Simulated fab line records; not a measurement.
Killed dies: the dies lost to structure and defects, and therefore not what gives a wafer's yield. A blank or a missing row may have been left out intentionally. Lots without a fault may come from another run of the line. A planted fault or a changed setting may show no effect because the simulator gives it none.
Which tool was responsible? | flow ritCmos | 14 lots with 42 wafers sampled at 2 steps, on a route of 202 steps

## WHAT EACH GAUGE READ, for each wafer
RIT_REOX_THK_MEAS_04.
lot  | measured    | on           | REOX_OXIDE_THK (nm)
L959 | day 2 23:32 | filmMetro-04 | 25.0 25.4 25.0
L961 | day 3 08:32 | filmMetro-04 | 25.4 25.6 25.5
L964 | day 3 23:43 | filmMetro-03 | 24.8 25.4 24.8
L965 | day 4 08:39 | filmMetro-01 | 25.5 25.2 25.8
L966 | day 4 10:37 | filmMetro-01 | 25.1 25.2 25.2
L970 | day 5 03:23 | filmMetro-03 | 19.7 19.5 19.9
L971 | day 5 10:34 | filmMetro-04 | 18.9 19.0 18.8
L972 | day 5 15:38 | filmMetro-04 | 25.9 26.4 26.2
L973 | day 5 19:14 | filmMetro-01 | 24.9 25.0 24.9
L974 | day 5 23:38 | filmMetro-04 | 24.9 24.8 25.1
L975 | day 6 05:14 | filmMetro-01 | 25.5 25.4 24.9
L976 | day 6 10:34 | filmMetro-01 | 24.8 24.7 24.6
L977 | day 6 15:56 | filmMetro-04 | 24.7 24.6 24.2
L981 | day 7 12:52 | filmMetro-04 | 24.3 24.2 24.2

## WHICH TOOL RAN EACH LOT (tool, then ch and the chambers of the sampled wafers, then the start)
lot  | RIT_REOX_OXIDATION_03
L959 | furnace-02 ch 0, day 2 20:59
L961 | furnace-04 ch 0, day 3 05:59
L964 | furnace-01 ch 0, day 3 21:10
L965 | furnace-02 ch 0, day 4 06:05
L966 | furnace-04 ch 0, day 4 08:04
L970 | furnace-02 ch 0, day 5 00:49
L971 | furnace-02 ch 0, day 5 07:59
L972 | furnace-04 ch 0, day 5 13:05
L973 | furnace-01 ch 0, day 5 16:41
L974 | furnace-04 ch 0, day 5 21:05
L975 | furnace-04 ch 0, day 6 02:41
L976 | furnace-04 ch 0, day 6 08:01
L977 | furnace-04 ch 0, day 6 13:23
L981 | furnace-04 ch 0, day 7 10:19
- RIT_REOX_OXIDATION_03: target thk 25.2 nm, ox time 5580 s.

## WHAT THE TOOLS THEMSELVES READ (means of the sampled wafers that have a number; where no wafer has one, the mark that the record gives instead)
RIT_REOX_OXIDATION_03.
lot  | tool       | spikeTcCentreC (C) | spikeTcLoadC (C) | spikeTcSourceC (C) | tubeCenterTempC (C) | tube_center_temp_C_max | zonePowerCentrePct (%)
L959 | furnace-02 | 900.5              | 923.5            | 923                | 900                 | 902.3                  | 51
L961 | furnace-04 | 902.0              | 927.7            | 927                | 900                 | 902.2                  | 48
L964 | furnace-01 | 901.6              | 923.9            | 920                | 900                 | 901.9                  | 41
L965 | furnace-02 | 901.5              | 923.7            | 923                | 900                 | 902.1                  | 50
L966 | furnace-04 | 901.9              | 927.5            | 928                | 900                 | 902.1                  | 48
L970 | furnace-02 | 876.2              | 898.2            | 899                | 875                 | 877.3                  | 49
L971 | furnace-02 | 874.9              | 898.6            | 899                | 875                 | 877.4                  | 49
L972 | furnace-04 | 902.3              | 928.5            | 926                | 900                 | 902.4                  | 48
L973 | furnace-01 | 902.3              | 923.3            | 921                | 900                 | 902.4                  | 41
L974 | furnace-04 | 902.8              | 927.3            | 928                | 900                 | 902.5                  | 49
L975 | furnace-04 | 901.9              | 928.4            | 926                | 900                 | 902.1                  | 48
L976 | furnace-04 | 902.0              | 927.5            | 927                | 900                 | 902.6                  | 48
L977 | furnace-04 | 903.4              | 927.3            | 928                | 900                 | 902.1                  | 49
L981 | furnace-04 | 902.1              | 928.2            | 926                | 900                 | 902.3                  | 48

## THE ANSWER, worked out from the rows above alone
Rule: the lots themselves supply what counts as usual. Put in order of their means at a reading, lots are off if they are a third of the lots or fewer, leave a main group of 4 or more, and stand apart from it by a gap of 3 or more times the standard deviation of the main group's means; of several such gaps the widest counts. A main group whose means are all the same, to the digits that the tables above print for the reading, isn't used. Also off: a lot with no number at a reading for which 4 or more lots have one. Where the step has rows for the other lots, those lots are counted as sound. After the gauges, taken in route order, come the tools' own readings; for these a lot's mean is taken, as printed above. The first step at which some lot is off is used, and at that step the reading that is off furthest; a lot without a number counts as furthest.
Off: at RIT_REOX_THK_MEAS_04 (REOX_OXIDE_THK), L970, L971. The main group: mean 25.1 nm, standard deviation 0.49.
If a tool, at a process step before that reading, ran all the lots that are off and no sound lot after the first of them, it fits. The gauges at RIT_REOX_THK_MEAS_04 aren't tried: what is off there is off at RIT_REOX_OXIDATION_03 too, on other tools, and a gauge's error can't cause that. One fits: furnace-02 at RIT_REOX_OXIDATION_03. Its last sound lot is L965 (day 4 06:05), its first lot that is off L970 (day 5 00:49): a fault that began between those two fits.
The tool's own readings at RIT_REOX_OXIDATION_03 bear it out: on the lots that are off they differ by more than 5 times the standard deviation of the sound lots' means. spikeTcCentreC reads 875.5 C there against 902.0 C on the sound lots; spikeTcLoadC reads 898.4 C there against 926.4 C on the sound lots; spikeTcSourceC reads 899 C there against 925 C on the sound lots; tubeCenterTempC reads 875 C there against 900 C on the sound lots; tube_center_temp_C_max reads 877.3 there against 902.2 on the sound lots.

## WHAT THE SIMULATOR HAD PUT IN
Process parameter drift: furnace-02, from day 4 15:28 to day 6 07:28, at RIT_REOX_OXIDATION_03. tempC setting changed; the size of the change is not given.
Struck lots among those shown: L970, L971. This agrees with what the rule above found.
